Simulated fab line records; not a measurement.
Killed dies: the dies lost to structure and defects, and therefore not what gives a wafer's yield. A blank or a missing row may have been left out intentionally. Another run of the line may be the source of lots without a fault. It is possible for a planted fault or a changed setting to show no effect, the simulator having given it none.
Which of the tools did it?	flow berkeleyCmos170	Sampling: 7 lots, 21 wafers, 2 of 331 route steps

== WHAT THE GAUGES SHOWED, per wafer ==
UCB170_ACTIVE_THK_MEAS_06.
lot	measured	on	ACTIVE_NITRIDE_THK (nm)
L236	day 4 02:25	filmMetro-03	221.4 219.1 220.7
L238	day 5 00:07	filmMetro-04	221.1 223.3 223.4
L241	day 5 11:49	filmMetro-01	220.0 218.0 218.1
L249	day 7 02:38	filmMetro-01	439.4 436.3 439.8
L253	day 7 18:20	filmMetro-03	222.0 224.4 222.0
L256	day 8 18:42	filmMetro-01	217.2 217.7 216.7
L258	day 9 10:30	filmMetro-03	221.2 220.7 221.8

== EACH LOT AND THE TOOL THAT RAN IT (in order: tool; ch and the chambers of the sampled wafers; start) ==
lot	UCB170_ACTIVE_CVD_05
L236	lpcvd-01 ch 0, day 4 00:29
L238	lpcvd-02 ch 1, day 4 21:14
L241	lpcvd-02 ch 0, day 5 08:56
L249	lpcvd-01 ch 1, day 6 21:57 and lpcvd-02 ch 1, day 7 00:43
L253	lpcvd-02 ch 0, day 7 16:23
L256	lpcvd-02 ch 0, day 8 15:50
L258	lpcvd-02 ch 0, day 9 08:35
- UCB170_ACTIVE_CVD_05: deposits Si3N4 from SiH2Cl2/NH3, target thk 220 nm, time 3300 s.

== THE ANSWER, worked out from the rows above alone ==
Rule: what is usual is taken from the lots themselves. Put in order of their means at a reading, lots are off if they are a third of the lots or fewer, leave a main group of 4 or more, and stand apart from it by a gap of 3 or more times the standard deviation of the main group's means; of several such gaps the widest counts. A main group is skipped when, at the precision printed for the reading in the tables above, its means are all equal. A lot without any number at a reading at which 4 lots or more have one is off too. The other lots that the step has rows for count as sound.
Off: L249, at UCB170_ACTIVE_THK_MEAS_06 (ACTIVE_NITRIDE_THK). The main group: mean 220.5 nm, standard deviation 2.
A tool fits if, at a process step before that reading, it ran every lot that is off, and no sound lot after the first of them. The gauges at UCB170_ACTIVE_THK_MEAS_06 are tried like those tools. One fits: UCB170_ACTIVE_CVD_05 on lpcvd-01. Its last sound lot is L236 (day 4 00:29), its first lot that is off L249 (day 6 21:57): a fault that began between those two fits.

== WHAT THE SIMULATOR PUT IN ==
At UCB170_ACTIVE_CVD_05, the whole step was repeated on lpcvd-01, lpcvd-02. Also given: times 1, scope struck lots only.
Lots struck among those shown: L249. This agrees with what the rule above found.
